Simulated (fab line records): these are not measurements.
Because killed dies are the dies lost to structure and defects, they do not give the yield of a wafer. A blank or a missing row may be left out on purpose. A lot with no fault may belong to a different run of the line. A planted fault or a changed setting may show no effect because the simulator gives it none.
A struck lot beside a sound one | flow berkeleyCmos170 | 15 out of 331 route steps
Sound: wafers L737.1, L737.2, L737.3. Wafers struck: L747.1, L747.2, L747.3. At the end, the cause is stated.
Each step with rows lists, per side, the tool, then ch with its chambers, then its first start. Under that, the readings that differ: sound wafers | struck wafers | difference of the means | sigmas: that difference in standard deviations of wafers without a fault.
alike: a reading whose means differ by less than 2 such deviations, as well as words and numbers matching on both sides. not compared: withheld readings; readings where some wafer has no value; bounds like >300 that might hide an equal value; numbers whose values overlap and for which the record gives no deviation.
A row with sigmas, a row that says differs or no value, or rows on one side alone: a step with any of these is where the two part. When numbers do not overlap yet have no deviation, they are printed without sigmas and do not part them. A reading that every wafer of one side lacks parts them only if that side has two wafers or more.

first, 1 step without rows for these wafers: UCB170_M2_SOFTBAKE_06 (time 60 s).
UCB170_M2_STRIP_07: strips in O2.
  sound on plasmaAsher-02 ch 0,1, day 8 01:43; struck on plasmaAsher-01 ch 0,1, day 9 13:35
  alike: drypumpMotorCurrentA, o2FlowSccm, oesProductAu, stripTimeToEndpointS
  not compared: rfHoursCounterH
then, 7 steps without rows for these wafers: UCB170_M2_STRIP_08 (strips KrF in DMSO, time 600 s); UCB170_M2_COAT_09; UCB170_M2_COAT_10 (resist thk 900 nm); UCB170_M2_SOFTBAKE_11 (time 60 s); UCB170_M2_EXPOSE_12 (exposes mask METAL2, target cd 700 nm); UCB170_M2_PEB_13; UCB170_M2_DEVELOP_14 (develop time 45 s).
UCB170_M2_CD_MEAS_15: target cd 700 nm.
  struck on cdSem-02, day 9 15:13; sound on cdSem-02, day 8 03:17
reading   | sound             | struck            | difference | sigmas
cdNm (nm) | 702.5 701.3 702.1 | 699.6 697.1 698.6 | -3.5       | -2
UCB170_M2_OVL_MEAS_16:
  struck on overlay-02, day 9 15:21; sound on overlay-02, day 8 03:25
  alike: M2_OVL
UCB170_M2_ETCH_17: etches BARC in N2/H2.
  sound on rieDiel-01 ch 0,1,3, day 8 03:26; struck on rieDiel-02 ch 0,3, day 9 15:23
  alike: drypumpMotorCurrentA, oesProductAu, throttleValvePct
UCB170_M2_METAL_ETCH_18: etches Al in Cl2/BCl3, stops on SiO2, target depth 1170 nm, time 195 s.
  sound on rieMetal-02 ch 0,1, day 8 03:29; struck on rieMetal-02 ch 0,1, day 9 15:27
reading                            | sound             | struck            | difference | sigmas
oesProductAu (a.u.)                | 0.856 0.861 0.856 | 1.030 1.034 1.035 | +0.175     | +23
runLengthS (s)                     | 223.5 222.3 223.3 | 133.9 132.9 133.9 | -89.5      | -99 or more
model.KrF_of_M2_COAT_10.thkNm (nm) | 200 189.8 198.2   | 508.4 499.9 512.6 | +311.0     | 
model.M2.featureDepthNm (nm)       | 949.1 951.4 951.3 | 654.4 668.8 651.5 | -292.4     | 
model.etch.depthNm (nm)            | 891.8 892.7 893.9 | 654.4 668.8 651.5 | -234.6     | 
  alike: drypumpMotorCurrentA, throttleValvePct
  not compared: rfHoursCounterH
UCB170_M2_STRIP_19: strips in O2.
  sound on plasmaAsher-04 ch 0,1, day 8 03:40; struck on plasmaAsher-01 ch 0,1, day 9 15:38
reading             | sound             | struck            | difference | sigmas
oesProductAu (a.u.) | 0.536 0.518 0.527 | 0.723 0.725 0.720 | +0.196     | +9
  alike: drypumpMotorCurrentA, o2FlowSccm
  not compared: rfHoursCounterH
UCB170_M2_CD_MEAS_90: target cd 700 nm.
  struck on cdSem-01, day 9 15:44; sound on cdSem-01, day 8 03:46
reading   | sound       | struck      | difference | sigmas
cdNm (nm) | 705 704 703 | 720 727 720 | +18        | +5

== WHERE THEY PART ==
Last at UCB170_M2_CD_MEAS_90 as far as this record goes, first at UCB170_M2_CD_MEAS_15.

WHY: the cause the simulator had injected
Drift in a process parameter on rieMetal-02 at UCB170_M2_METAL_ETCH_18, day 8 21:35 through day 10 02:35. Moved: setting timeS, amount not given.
